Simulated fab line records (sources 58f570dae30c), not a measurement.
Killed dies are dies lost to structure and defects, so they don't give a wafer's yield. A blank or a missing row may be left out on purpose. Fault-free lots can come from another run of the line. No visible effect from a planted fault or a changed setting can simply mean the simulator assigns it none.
A struck lot beside a sound one + flow berkeleyCmos170 + 18 steps out of a route of 331
Sound: wafers L829.1, L829.4, L829.6. Struck: wafer L846.4 (L846.1, L846.5, from the same lot, were not struck and are left out); the cause is given at the end.
Each step with rows lists, per side, the tool, then ch with its chambers, then its first start. Under that, the readings that differ: sound wafers + struck wafers + difference of the means + sigmas: that difference in standard deviations of wafers without a fault.
alike: same words and numbers on both sides, and readings whose means sit less than 2 such deviations apart. not compared: any withheld reading, any reading some wafer has no value for, any bound like >300 that may hide the same value, and any number with overlapping values for which the record gives no deviation.
The two part at a step that has a row with sigmas, a row that says differs or no value, or rows on one side only. When numbers do not overlap yet have no deviation, they are printed without sigmas and do not part them. A reading that every wafer of one side lacks parts them only if that side has two wafers or more.

first, 5 steps without rows for these wafers: UCB170_NLDD_COAT_01 (resist thk 900 nm); UCB170_NLDD_SOFTBAKE_02 (time 60 s); UCB170_NLDD_EXPOSE_03 (exposes mask NSELECT, target cd 1200 nm); UCB170_NLDD_PEB_04; UCB170_NLDD_DEVELOP_05 (develop time 45 s).
UCB170_NLDD_CD_MEAS_06: target cd 1200 nm.
  sound: cdSem-02 at day 8 12:54; struck: cdSem-01 at day 12 00:10
  alike: cdNm
UCB170_NLDD_OVL_MEAS_07:
  sound: overlay-01 at day 8 13:01; struck: overlay-01 at day 12 00:17
  alike: NLDD_OVL
then, 2 steps without rows for these wafers: UCB170_NLDD_IMPLANT_08; UCB170_NLDD_IMPLANT_09.
UCB170_NLDD_STRIP_10: strips in O2.
  sound on plasmaAsher-04 ch 0,1, day 8 13:22; struck on plasmaAsher-01 ch 0, day 12 00:37
  alike: drypumpMotorCurrentA, oesProductAu, stripTimeToEndpointS
  not compared: rfHoursCounterH
UCB170_NLDD_TW_MEAS_11:
  sound: filmMetro-03 at day 8 13:27; struck: filmMetro-01 at day 12 00:43
  alike: NLDD_TW
then, 1 step without rows for these wafers: UCB170_NLDD_CLEAN_12 (cleans in SPM, time 600 s).
UCB170_SPACER_CVD_00: deposits SiO2 from TEOS/O2, target thk 376 nm, time 47 s.
  sound on pecvd-03 ch 1,2, day 8 13:41; struck on pecvd-01 ch 0, day 12 01:43
| reading                                | sound             | struck | difference | sigmas |
|----------------------------------------|-------------------|--------|------------|--------|
| rfFwdPowerW (W)                        | 547.1 543.4 537.6 | 764.1  | +221.4     | +96    |
| model.SiO2_of_SPACER_CVD_00.thkNm (nm) | 373.3 377.3 380.6 | 413.6  | +36.5      |        |
  alike: heaterPowerW
UCB170_SPACER_THK_MEAS_01:
  sound: filmMetro-02 at day 8 13:44; struck: filmMetro-04 at day 12 01:46
| reading              | sound       | struck | difference | sigmas |
|----------------------|-------------|--------|------------|--------|
| SPACER_TEOS_THK (nm) | 373 377 381 | 413    | +36        | +7     |
then, 1 step without rows for these wafers: UCB170_SPACER_ANNEAL_02 (time 1800 s).
UCB170_SPACER_ETCHBACK_03: etches SiO2 in CHF3/CF4/Ar, stops on Si, target depth 376 nm, time 100 s.
  sound on rieDiel-03 ch 0,3, day 8 19:19; struck on rieDiel-04 ch 0, day 12 14:22
| reading                 | sound             | struck | difference | sigmas |
|-------------------------|-------------------|--------|------------|--------|
| oesProductAu (a.u.)     | 0.886 0.900 0.909 | 0.972  | +0.074     | +5     |
| model.etch.depthNm (nm) | 373.3 377.3 380.6 | 413.6  | +36.5      |        |
  alike: cf4FlowSccm, drypumpMotorCurrentA, throttleValvePct
  not compared: rfHoursCounterH
then, 1 step without rows for these wafers: UCB170_PSD_HMDS_00 (prime time 60 s).
UCB170_M3_PROBE_99:
  sound: prober-02 at day 9 22:26; struck: prober-02 at day 13 21:31
| reading                           | sound                | struck | difference | sigmas |
|-----------------------------------|----------------------|--------|------------|--------|
| model.etest.pplusSal.widthNm (nm) | 734.7 667.4 713.3    | 635.6  | -69.5      |        |
| model.etest.nplusSal.widthNm (nm) | 732.9 667.1 717.6    | 630.8  | -75.1      |        |
| model.etest.nmos_0p35.rOnOhmUm    | 1478 1463 1471       | 1517   | +46        |        |
| model.etest.nmos_0p6.rOnOhmUm     | 2295 2262 2280       | 2372   | +93        |        |
| model.etest.fieldPMetal.vtV (V)   | -58.66 -61.19 -59.33 | -62.15 | -2.42      |        |
| model.etest.fieldNMetal.vtV (V)   | 51.91 53.98 52.34    | 54.15  | +1.41      |        |
| model.etest.pplusSal.lineOhmUm    | 5.007 5.562 5.215    | 5.742  | +0.481     |        |
| model.etest.nplusSal.lineOhmUm    | 4.985 5.594 5.136    | 5.624  | +0.386     |        |

WHERE THEY PART
Last at UCB170_SPACER_ETCHBACK_03 as far as this record goes, first at UCB170_SPACER_CVD_00.

WHY: the cause the simulator had injected
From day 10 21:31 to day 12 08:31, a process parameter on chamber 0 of pecvd-01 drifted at UCB170_SPACER_CVD_00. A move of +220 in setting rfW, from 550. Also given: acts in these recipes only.
